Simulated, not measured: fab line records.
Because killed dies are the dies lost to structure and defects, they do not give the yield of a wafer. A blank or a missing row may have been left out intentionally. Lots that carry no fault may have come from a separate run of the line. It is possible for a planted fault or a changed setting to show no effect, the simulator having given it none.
Which of the tools did it? / flow rit cmos / 14 lots with 42 wafers sampled at 6 steps, on a route of 202 steps

WHAT THE GAUGES READ, wafer by wafer
RIT_PLDD_OVL_MEAS_06. Usual: PLDD_OVL -1.0 nm, standard deviation 1.4.
lot=L890; measured=day 3 19:58; on=overlay-02; PLDD_OVL (nm)=-1.0 0.7 -0.5; flag=
lot=L891; measured=day 4 14:02; on=overlay-02; PLDD_OVL (nm)=-1.8 -2.2 -0.8; flag=
lot=L893; measured=day 4 20:49; on=overlay-02; PLDD_OVL (nm)=0.8 -0.3 -1.1; flag=
lot=L895; measured=day 4 21:01; on=overlay-02; PLDD_OVL (nm)=1.8 -0.5 1.5; flag=
lot=L896; measured=day 5 04:49; on=overlay-01; PLDD_OVL (nm)=-2.8 -3.5 -2.8; flag=
lot=L898; measured=day 5 10:24; on=overlay-02; PLDD_OVL (nm)=1.3 0.0 -0.4; flag=
lot=L899; measured=day 6 01:30; on=overlay-01; PLDD_OVL (nm)=-0.1 -0.5 0.1; flag=
lot=L900; measured=day 6 01:47; on=overlay-02; PLDD_OVL (nm)=0.0 0.2 1.3; flag=
lot=L903; measured=day 6 10:57; on=overlay-02; PLDD_OVL (nm)=-2.5 -2.1 -1.7; flag=
lot=L902; measured=day 6 13:26; on=overlay-01; PLDD_OVL (nm)=-0.3 -0.8 -1.6; flag=
lot=L904; measured=day 6 16:04; on=overlay-01; PLDD_OVL (nm)=-0.8 -0.5 -0.8; flag=
lot=L905; measured=day 6 20:26; on=overlay-02; PLDD_OVL (nm)=1.8 0.9 1.9; flag=
lot=L909; measured=day 7 09:14; on=overlay-02; PLDD_OVL (nm)=0.2 -0.3 1.0; flag=
lot=L912; measured=day 7 19:22; on=overlay-01; PLDD_OVL (nm)=0.8 -0.2 -0.9; flag=

RIT_NSD_OVL_MEAS_06. Usual: NSD_OVL 0.1 nm, standard deviation 1.5.
lot=L890; measured=day 4 00:18; on=overlay-01; NSD_OVL (nm)=-1.6 0.5 -1.3; flag=
lot=L891; measured=day 4 18:05; on=overlay-02; NSD_OVL (nm)=1.1 -1.2 -0.8; flag=
lot=L893; measured=day 5 00:58; on=overlay-02; NSD_OVL (nm)=2.3 -0.2 1.8; flag=
lot=L895; measured=day 5 01:15; on=overlay-01; NSD_OVL (nm)=1.4 1.5 0.4; flag=
lot=L896; measured=day 5 14:35; on=overlay-02; NSD_OVL (nm)=1.2 0.7 -0.4; flag=
lot=L898; measured=day 5 15:31; on=overlay-02; NSD_OVL (nm)=0.5 1.0 0.8; flag=
lot=L899; measured=day 6 05:30; on=overlay-02; NSD_OVL (nm)=-0.5 -1.5 -2.0; flag=
lot=L900; measured=day 6 06:31; on=overlay-02; NSD_OVL (nm)=-1.5 -2.4 -2.6; flag=
lot=L903; measured=day 6 15:00; on=overlay-01; NSD_OVL (nm)=0.1 -1.7 -0.4; flag=
lot=L902; measured=day 6 17:26; on=overlay-01; NSD_OVL (nm)=-0.4 0.7 -1.1; flag=
lot=L904; measured=day 6 20:22; on=overlay-01; NSD_OVL (nm)=1.2 0.8 0.7; flag=
lot=L905; measured=day 7 00:31; on=overlay-02; NSD_OVL (nm)=2.9 1.6 2.9; flag=
lot=L909; measured=day 7 13:19; on=overlay-02; NSD_OVL (nm)=-1.6 1.2 0.4; flag=
lot=L912; measured=day 7 23:35; on=overlay-01; NSD_OVL (nm)=0.5 1.8 1.0; flag=

RIT_PSD_TW_MEAS_10. Usual: PSD_TW 3446, standard deviation 19.
lot=L890; measured=day 4 02:14; on=film metro-01; PSD_TW=3449 3468 3448; flag=
lot=L891; measured=day 4 20:15; on=film metro-01; PSD_TW=3464 3448 3464; flag=
lot=L893; measured=day 5 03:54; on=film metro-02; PSD_TW=3428 3398 3436; flag=
lot=L895; measured=day 5 04:17; on=film metro-02; PSD_TW=3431 3432 3412; flag=
lot=L896; measured=day 5 17:16; on=film metro-02; PSD_TW=3416 3423 3404; flag=
lot=L898; measured=day 5 17:49; on=film metro-02; PSD_TW=3424 3428 3443; flag=
lot=L899; measured=day 6 07:26; on=film metro-02; PSD_TW=3442 3452 3445; flag=
lot=L900; measured=day 6 08:26; on=film metro-02; PSD_TW=3447 3451 3443; flag=
lot=L903; measured=day 6 17:08; on=film metro-01; PSD_TW=3481 3455 3444; flag=
lot=L902; measured=day 6 19:37; on=film metro-03; PSD_TW=3458 3448 3464; flag=
lot=L904; measured=day 6 22:20; on=film metro-02; PSD_TW=3384 3354 3372; flag=OFF
lot=L905; measured=day 7 02:45; on=film metro-03; PSD_TW=3353 3371 3370; flag=OFF
lot=L909; measured=day 7 15:34; on=film metro-03; PSD_TW=3456 3458 3454; flag=
lot=L912; measured=day 8 01:31; on=film metro-02; PSD_TW=3446 3455 3429; flag=

RIT_SDANNEAL_RS_MEAS_04: the measuring method here is four-point-probe. Usual: PSD_RS 115.8 ohm/sq, standard deviation 0.31.
lot=L890; measured=day 4 02:44; on=film metro-01; PSD_RS (ohm/sq)=115.8 115.3 115.8; flag=
lot=L891; measured=day 4 20:46; on=film metro-02; PSD_RS (ohm/sq)=115.8 115.8 116.2; flag=
lot=L893; measured=day 5 04:26; on=film metro-03; PSD_RS (ohm/sq)=116.1 116.0 116.2; flag=
lot=L895; measured=day 5 05:00; on=film metro-01; PSD_RS (ohm/sq)=115.3 115.1 115.4; flag=
lot=L896; measured=day 5 17:45; on=film metro-03; PSD_RS (ohm/sq)=115.6 115.7 115.8; flag=
lot=L898; measured=day 5 18:20; on=film metro-03; PSD_RS (ohm/sq)=116.2 115.7 115.9; flag=
lot=L899; measured=day 6 08:07; on=film metro-03; PSD_RS (ohm/sq)=115.9 115.6 115.5; flag=
lot=L900; measured=day 6 09:07; on=film metro-02; PSD_RS (ohm/sq)=115.8 115.7 116.1; flag=
lot=L903; measured=day 6 17:38; on=film metro-01; PSD_RS (ohm/sq)=116.1 116.3 116.2; flag=
lot=L902; measured=day 6 20:08; on=film metro-02; PSD_RS (ohm/sq)=116.2 116.2 116.2; flag=
lot=L904; measured=day 6 22:52; on=film metro-03; PSD_RS (ohm/sq)=121.1 121.1 121.1; flag=OFF
lot=L905; measured=day 7 03:15; on=film metro-02; PSD_RS (ohm/sq)=121.3 121.7 121.5; flag=OFF
lot=L909; measured=day 7 16:05; on=film metro-03; PSD_RS (ohm/sq)=116.2 115.9 115.7; flag=
lot=L912; measured=day 8 02:00; on=film metro-01; PSD_RS (ohm/sq)=115.4 115.4 115.1; flag=

WHAT TOOL EACH LOT RAN ON (gives the tool, then ch and the chambers of the sampled wafers, and finally the start)
lot=L890; RIT_PSD_IMPLANT_08=implanter-01 ch 0, day 4 01:56; RIT_PSD_STRIP_09=plasma asher-03 ch 0,1, day 4 02:03
lot=L891; RIT_PSD_IMPLANT_08=implanter-03 ch 0, day 4 19:58; RIT_PSD_STRIP_09=plasma asher-04 ch 0,1, day 4 20:06
lot=L893; RIT_PSD_IMPLANT_08=implanter-03 ch 0, day 5 03:35; RIT_PSD_STRIP_09=plasma asher-04 ch 0,1, day 5 03:44
lot=L895; RIT_PSD_IMPLANT_08=implanter-02 ch 0, day 5 03:59; RIT_PSD_STRIP_09=plasma asher-03 ch 0,1, day 5 04:06
lot=L896; RIT_PSD_IMPLANT_08=implanter-03 ch 0, day 5 16:57; RIT_PSD_STRIP_09=plasma asher-04 ch 0,1, day 5 17:04
lot=L898; RIT_PSD_IMPLANT_08=implanter-01 ch 0, day 5 17:25; RIT_PSD_STRIP_09=plasma asher-03 ch 0,1, day 5 17:38
lot=L899; RIT_PSD_IMPLANT_08=implanter-03 ch 0, day 6 07:07; RIT_PSD_STRIP_09=plasma asher-03 ch 0,1, day 6 07:16
lot=L900; RIT_PSD_IMPLANT_08=implanter-01 ch 0, day 6 08:07; RIT_PSD_STRIP_09=plasma asher-04 ch 0,1, day 6 08:16
lot=L903; RIT_PSD_IMPLANT_08=implanter-03 ch 0, day 6 16:50; RIT_PSD_STRIP_09=plasma asher-03 ch 0,1, day 6 17:00
lot=L902; RIT_PSD_IMPLANT_08=implanter-02 ch 0, day 6 19:18; RIT_PSD_STRIP_09=plasma asher-03 ch 0,1, day 6 19:27
lot=L904; RIT_PSD_IMPLANT_08=implanter-03 ch 0, day 6 22:02; RIT_PSD_STRIP_09=plasma asher-03 ch 0,1, day 6 22:11
lot=L905; RIT_PSD_IMPLANT_08=implanter-03 ch 0, day 7 02:26; RIT_PSD_STRIP_09=plasma asher-01 ch 0,1, day 7 02:34
lot=L909; RIT_PSD_IMPLANT_08=implanter-01 ch 0, day 7 15:17; RIT_PSD_STRIP_09=plasma asher-03 ch 0,1, day 7 15:25
lot=L912; RIT_PSD_IMPLANT_08=implanter-01 ch 0, day 8 01:11; RIT_PSD_STRIP_09=plasma asher-01 ch 0,1, day 8 01:20
- RIT_PSD_IMPLANT_08
- RIT_PSD_STRIP_09: strips in O2, time 180 s.

AS READ BY THE TOOLS THEMSELVES (means over the sampled wafers that have a number; for cases with no such wafer, the mark the record gives instead)
RIT_PSD_IMPLANT_08. Usual: beam energy keV 27.000, standard deviation 0.0088; end station pressure torr 1.38e-05 Torr, standard deviation 1.1e-06.
lot=L890; tool=implanter-01; beam energy keV=26.996; end station pressure torr (Torr)=1.49e-05; flag=
lot=L891; tool=implanter-03; beam energy keV=26.986; end station pressure torr (Torr)=1.25e-05; flag=
lot=L893; tool=implanter-03; beam energy keV=27.010; end station pressure torr (Torr)=1.31e-05; flag=
lot=L895; tool=implanter-02; beam energy keV=27.009; end station pressure torr (Torr)=1.38e-05; flag=
lot=L896; tool=implanter-03; beam energy keV=26.999; end station pressure torr (Torr)=1.24e-05; flag=
lot=L898; tool=implanter-01; beam energy keV=27.004; end station pressure torr (Torr)=1.53e-05; flag=
lot=L899; tool=implanter-03; beam energy keV=27.001; end station pressure torr (Torr)=1.31e-05; flag=
lot=L900; tool=implanter-01; beam energy keV=27.000; end station pressure torr (Torr)=1.46e-05; flag=
lot=L903; tool=implanter-03; beam energy keV=26.994; end station pressure torr (Torr)=1.29e-05; flag=
lot=L902; tool=implanter-02; beam energy keV=26.993; end station pressure torr (Torr)=1.36e-05; flag=
lot=L904; tool=implanter-03; beam energy keV=24.600; end station pressure torr (Torr)=1.31e-05; flag=OFF
lot=L905; tool=implanter-03; beam energy keV=24.626; end station pressure torr (Torr)=1.28e-05; flag=OFF
lot=L909; tool=implanter-01; beam energy keV=26.988; end station pressure torr (Torr)=1.48e-05; flag=
lot=L912; tool=implanter-01; beam energy keV=27.000; end station pressure torr (Torr)=1.42e-05; flag=

RIT_PSD_STRIP_09. Usual: chamber pressure mTorr 4001 mTorr, standard deviation 3.6; drypump motor current A 5.56 A, standard deviation 0.27; o2 flow sccm 4001 sccm, standard deviation 13.
lot=L890; tool=plasma asher-03; chamber pressure mTorr (mTorr)=4000; drypump motor current A (A)=5.63; o2 flow sccm (sccm)=3990; flag=
lot=L891; tool=plasma asher-04; chamber pressure mTorr (mTorr)=4003; drypump motor current A (A)=5.61; o2 flow sccm (sccm)=3995; flag=
lot=L893; tool=plasma asher-04; chamber pressure mTorr (mTorr)=3999; drypump motor current A (A)=5.64; o2 flow sccm (sccm)=4004; flag=
lot=L895; tool=plasma asher-03; chamber pressure mTorr (mTorr)=4003; drypump motor current A (A)=5.63; o2 flow sccm (sccm)=4004; flag=
lot=L896; tool=plasma asher-04; chamber pressure mTorr (mTorr)=4000; drypump motor current A (A)=5.48; o2 flow sccm (sccm)=4009; flag=
lot=L898; tool=plasma asher-03; chamber pressure mTorr (mTorr)=3999; drypump motor current A (A)=5.63; o2 flow sccm (sccm)=4004; flag=
lot=L899; tool=plasma asher-03; chamber pressure mTorr (mTorr)=4002; drypump motor current A (A)=5.62; o2 flow sccm (sccm)=4004; flag=
lot=L900; tool=plasma asher-04; chamber pressure mTorr (mTorr)=4004; drypump motor current A (A)=5.48; o2 flow sccm (sccm)=4000; flag=
lot=L903; tool=plasma asher-03; chamber pressure mTorr (mTorr)=4003; drypump motor current A (A)=5.58; o2 flow sccm (sccm)=3997; flag=
lot=L902; tool=plasma asher-03; chamber pressure mTorr (mTorr)=4002; drypump motor current A (A)=5.58; o2 flow sccm (sccm)=4012; flag=
lot=L904; tool=plasma asher-03; chamber pressure mTorr (mTorr)=4001; drypump motor current A (A)=5.57; o2 flow sccm (sccm)=3999; flag=
lot=L905; tool=plasma asher-01; chamber pressure mTorr (mTorr)=3999; drypump motor current A (A)=5.66; o2 flow sccm (sccm)=4006; flag=
lot=L909; tool=plasma asher-03; chamber pressure mTorr (mTorr)=4005; drypump motor current A (A)=5.62; o2 flow sccm (sccm)=3991; flag=
lot=L912; tool=plasma asher-01; chamber pressure mTorr (mTorr)=3999; drypump motor current A (A)=5.34; o2 flow sccm (sccm)=4012; flag=

THE ANSWER, worked out from the rows above alone
Rule: lot off if the mean of its wafers having a number is beyond 3 standard deviations from the usual mean. Also off: a lot with no number at a reading for which 4 or more lots have one. Where the step has rows for the other lots, those lots are counted as sound. After the gauges, taken in route order, come the tools' own readings; for these a lot's mean is taken, as printed above. The first step at which some lot is off is used, and at that step the reading that is off furthest; a lot without a number counts as furthest.
Off: at RIT_PSD_TW_MEAS_10 (PSD_TW), L904, L905.
A tool fits if, at a process step before that reading, it ran every lot that is off, and no sound lot after the first of them. Not tried: the gauges at RIT_PSD_TW_MEAS_10; whatever is off there is also off at RIT_PSD_IMPLANT_08, on other tools, and gauge error can't account for it. One fits: implanter-03 at RIT_PSD_IMPLANT_08. Its last sound lot is L903 (day 6 16:50), its first lot that is off L904 (day 6 22:02): a fault that began between those two fits.
On the lots that are off, the tool's own readings at RIT_PSD_IMPLANT_08 differ by more than 5 times the standard deviation of the sound lots' means, which bears it out; beam energy keV reads 24.613 there versus 26.998 on the sound lots.

WHAT HAD BEEN PUT IN BY THE SIMULATOR
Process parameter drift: implanter-03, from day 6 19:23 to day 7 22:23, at RIT_PSD_IMPLANT_08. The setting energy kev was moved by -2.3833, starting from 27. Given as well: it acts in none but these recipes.
Lots struck among those shown: L904, L905. Same finding as the rule above.
